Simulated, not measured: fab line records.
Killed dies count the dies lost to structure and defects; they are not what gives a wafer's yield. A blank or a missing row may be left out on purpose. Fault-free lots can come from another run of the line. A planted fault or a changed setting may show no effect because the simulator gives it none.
8D (eight disciplines) problem report, filled in by code    flow rit cmos    the parts of the form that need people (team, actions taken, sign-off) are left out

== 1. PROBLEM STATEMENT ==
Mean NLDD_TW at RIT_NLDD_TW_MEAS_10: 2723 over 6 wafers in 2 lots; fault-free wafers: 2489, standard deviation 22. That is +11 standard deviations from the usual mean.
The first sign was on wafer L161.2 at day 7 04:55, on film metro-03. The record has a number at this step for 42 wafers belonging to 14 lots. By rule, "out" or "out of limits" means more than 4 standard deviations away from the usual mean. The other wafers with a number count as sound.

== 2. WHAT IT IS; WHAT IT IS NOT ==
question                     is                      is not
which readings at this step  NLDD_TW                 -
which lots                   L161, L163              L141, L142, L143, L144, L146, L148, L150, L151, L153, L156, L157, L162
which wafers of those lots   all that have a number  -
read on which gauges         film metro-03           film metro-01, film metro-02
when                         from day 7 04:55        up to then (33 sound wafers); but 3 sound wafers of L162 came after

== 3. WHAT RULES OUT EACH SUSPECT ==
Counting: any tool at a process step up to the reading is kept as a suspect provided that every lot that is out went through it and no sound lot did after the first of them.
- ruled out: the gauge at RIT_NLDD_TW_MEAS_10. All the wafers that are out were read on film metro-03, but those of them that RIT_NLDD_IMPLANT_08 has rows for are out there too, on other tools.
- implanter-01 at RIT_NLDD_IMPLANT_08: kept. It processed each lot that is out, first L161 at day 7 04:37, and no sound lot thereafter; up to then, the last sound lot it processed was L157 at day 6 11:17. On those wafers its own readings are out: dose ions cm2, faraday current uA.
Left after counting: implanter-01 at RIT_NLDD_IMPLANT_08.

== 4. THE CAUSE (what the simulator had put in) ==
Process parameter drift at RIT_NLDD_IMPLANT_08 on implanter-01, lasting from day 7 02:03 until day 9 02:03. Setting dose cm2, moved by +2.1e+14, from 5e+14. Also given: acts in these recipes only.
The count eliminated every tool but this one.

== 5. THE EFFECT CHAIN, in route order ==
Rows list readings where the struck wafers' mean (over those with a number) sits beyond 3 standard deviations from the usual. Only readings for which the record gives a usual standard deviation are gone through. hours: the time from each lot's start at the first step in this table that gives one to its start at this step, as a median over the lots. sigmas: the change in usual standard deviations.
hours  step                     reading             usual         on struck wafers  change  sigmas
0      RIT_NLDD_IMPLANT_08      dose ions cm2       5e+14         7e+14             +2e+14  +99 or more
0      RIT_NLDD_IMPLANT_08      faraday current uA  1576          2243              +667    +19
0      RIT_NLDD_TW_MEAS_10      NLDD_TW             2489          2723              +234    +11
9      RIT_SDANNEAL_RS_MEAS_07  NLDD_RS             151.6 ohm/sq  114.0             -37.6   -78
The process steps in it:
- RIT_NLDD_IMPLANT_08

== 6. HOW IT WOULD HAVE BEEN CAUGHT EARLIER ==
In this record the first reading out of limits at a measuring or inspecting step was taken at day 7 04:55, 3 hours after the fault began at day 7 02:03.
Tool's own readings at RIT_NLDD_IMPLANT_08, dose ions cm2, faraday current uA: out on all struck wafers the step has rows for; an alarm limit on them would have tripped on the first.
L163, from the lots that are out (2), started RIT_NLDD_IMPLANT_08 on implanter-01 later than day 7 04:55. It would have been spared by a hold on the tool at that moment.
